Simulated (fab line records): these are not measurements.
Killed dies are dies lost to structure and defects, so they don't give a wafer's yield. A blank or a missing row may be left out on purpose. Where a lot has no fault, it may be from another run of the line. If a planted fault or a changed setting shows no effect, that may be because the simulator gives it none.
Split-lot experiment / flow berkeley_cmos170 / 23 wafers read across 5 lots, on a route 331 steps long

SPLIT DETAILS
At UCB170_ZERO_COAT_01 (resist thk 900 nm), the setting spin_rpm was moved away from the recipe's 1500 rpm on 7 of the 23 wafers read, by -6.1% to +5.5%. All remaining wafers had this setting at the recipe value.

The reading is taken at the split's own step.

THE READING
KrF_of_ZERO_COAT_01.thk_nm (the simulator's own value, which no gauge read), in nm, at UCB170_ZERO_COAT_01 (resist thk 900 nm). The file gives no usual value for it. The 16 wafers here that ran the recipe average 899.5 nm, standard deviation 1.7 nm.

wafer=L075.1; tool, chamber at the split=litho_track-04, 0; spin_rpm as run, rpm=1567; against the recipe=+4.5%; KrF_of_ZERO_COAT_01.thk_nm, nm=878.6; against lot-mates on the recipe=-21.6
wafer=L075.2; tool, chamber at the split=litho_track-04, 0; spin_rpm as run, rpm=1500; against the recipe=recipe; KrF_of_ZERO_COAT_01.thk_nm, nm=898; against lot-mates on the recipe=-
wafer=L075.4; tool, chamber at the split=litho_track-04, 0; spin_rpm as run, rpm=1500; against the recipe=recipe; KrF_of_ZERO_COAT_01.thk_nm, nm=900.7; against lot-mates on the recipe=-
wafer=L075.5; tool, chamber at the split=litho_track-04, 0; spin_rpm as run, rpm=1567; against the recipe=+4.5%; KrF_of_ZERO_COAT_01.thk_nm, nm=878.5; against lot-mates on the recipe=-21.7
wafer=L075.6; tool, chamber at the split=litho_track-04, 0; spin_rpm as run, rpm=1500; against the recipe=recipe; KrF_of_ZERO_COAT_01.thk_nm, nm=901.9; against lot-mates on the recipe=-
wafer=L076.2; tool, chamber at the split=litho_track-01, 0; spin_rpm as run, rpm=1582; against the recipe=+5.5%; KrF_of_ZERO_COAT_01.thk_nm, nm=876; against lot-mates on the recipe=-24.6
wafer=L076.3; tool, chamber at the split=litho_track-01, 0; spin_rpm as run, rpm=1500; against the recipe=recipe; KrF_of_ZERO_COAT_01.thk_nm, nm=899.1; against lot-mates on the recipe=-
wafer=L076.4; tool, chamber at the split=litho_track-01, 0; spin_rpm as run, rpm=1500; against the recipe=recipe; KrF_of_ZERO_COAT_01.thk_nm, nm=902.1; against lot-mates on the recipe=-
wafer=L076.5; tool, chamber at the split=litho_track-01, 0; spin_rpm as run, rpm=1500; against the recipe=recipe; KrF_of_ZERO_COAT_01.thk_nm, nm=900.6; against lot-mates on the recipe=-
wafer=L076.6; tool, chamber at the split=litho_track-01, 0; spin_rpm as run, rpm=1582; against the recipe=+5.5%; KrF_of_ZERO_COAT_01.thk_nm, nm=879.8; against lot-mates on the recipe=-20.8
wafer=L077.1; tool, chamber at the split=litho_track-03, 0; spin_rpm as run, rpm=1500; against the recipe=recipe; KrF_of_ZERO_COAT_01.thk_nm, nm=897.9; against lot-mates on the recipe=-
wafer=L077.2; tool, chamber at the split=litho_track-03, 0; spin_rpm as run, rpm=1500; against the recipe=recipe; KrF_of_ZERO_COAT_01.thk_nm, nm=897; against lot-mates on the recipe=-
wafer=L077.3; tool, chamber at the split=litho_track-03, 0; spin_rpm as run, rpm=1500; against the recipe=recipe; KrF_of_ZERO_COAT_01.thk_nm, nm=899.1; against lot-mates on the recipe=-
wafer=L077.4; tool, chamber at the split=litho_track-03, 0; spin_rpm as run, rpm=1500; against the recipe=recipe; KrF_of_ZERO_COAT_01.thk_nm, nm=896.1; against lot-mates on the recipe=-
wafer=L077.5; tool, chamber at the split=litho_track-03, 0; spin_rpm as run, rpm=1500; against the recipe=recipe; KrF_of_ZERO_COAT_01.thk_nm, nm=900; against lot-mates on the recipe=-
wafer=L083.2; tool, chamber at the split=litho_track-03, 0; spin_rpm as run, rpm=1500; against the recipe=recipe; KrF_of_ZERO_COAT_01.thk_nm, nm=899; against lot-mates on the recipe=-
wafer=L083.3; tool, chamber at the split=litho_track-03, 0; spin_rpm as run, rpm=1500; against the recipe=recipe; KrF_of_ZERO_COAT_01.thk_nm, nm=901.8; against lot-mates on the recipe=-
wafer=L083.4; tool, chamber at the split=litho_track-03, 0; spin_rpm as run, rpm=1409; against the recipe=-6.1%; KrF_of_ZERO_COAT_01.thk_nm, nm=932.2; against lot-mates on the recipe=+31.8
wafer=L083.5; tool, chamber at the split=litho_track-03, 0; spin_rpm as run, rpm=1409; against the recipe=-6.1%; KrF_of_ZERO_COAT_01.thk_nm, nm=928.2; against lot-mates on the recipe=+27.8
wafer=L083.6; tool, chamber at the split=litho_track-03, 0; spin_rpm as run, rpm=1409; against the recipe=-6.1%; KrF_of_ZERO_COAT_01.thk_nm, nm=927.8; against lot-mates on the recipe=+27.4
wafer=L085.3; tool, chamber at the split=litho_track-01, 0; spin_rpm as run, rpm=1500; against the recipe=recipe; KrF_of_ZERO_COAT_01.thk_nm, nm=898.3; against lot-mates on the recipe=-
wafer=L085.4; tool, chamber at the split=litho_track-01, 0; spin_rpm as run, rpm=1500; against the recipe=recipe; KrF_of_ZERO_COAT_01.thk_nm, nm=900.1; against lot-mates on the recipe=-
wafer=L085.5; tool, chamber at the split=litho_track-01, 0; spin_rpm as run, rpm=1500; against the recipe=recipe; KrF_of_ZERO_COAT_01.thk_nm, nm=899.7; against lot-mates on the recipe=-

FIT RESULTS
A straight line over all 23 wafers: KrF_of_ZERO_COAT_01.thk_nm changes by -4.61 nm for each +1% of spin_rpm; r = -0.99; the points scatter about the line by 2.1 nm.
The same after taking each lot's own level away (the mean of its wafers on the recipe; 23 wafers): -4.62 nm for each +1%; r = -0.99; scatter 1.7 nm.
That fit puts the effect of the largest move of spin_rpm on the reading at 28 nm.
From 898.02 to 900.60 nm: that is the span of the lots' own levels, equal to 1.5 times the standard deviation above.
Hence the lot-to-lot level has little effect on the slope; both slopes agree.
Check: for one of the wafers moved furthest among these (-6.1%), held out of the fit, the line's prediction against its lot-mates is +27.3 nm. Against them it came out at +31.8 nm.

THE WHOLE CHAIN: every reading that the file lists as answering this split, in the file's order
step=UCB170_ZERO_COAT_01; what it does=resist thk 900 nm; reading=KrF_of_ZERO_COAT_01.thk_nm (the simulator's own value, which no gauge read); change (the file's fit)=-4.58 nm for each +1% of the setting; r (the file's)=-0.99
step=UCB170_ZERO_STRIP_07; what it does=strips in O2; reading=strip_time_to_endpoint_s; change (the file's fit)=withheld for each +1% of the setting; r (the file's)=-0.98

THE FILE'S OWN FIT
KrF_of_ZERO_COAT_01.thk_nm changes by -4.58 nm for each +1% of spin_rpm, r = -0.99.
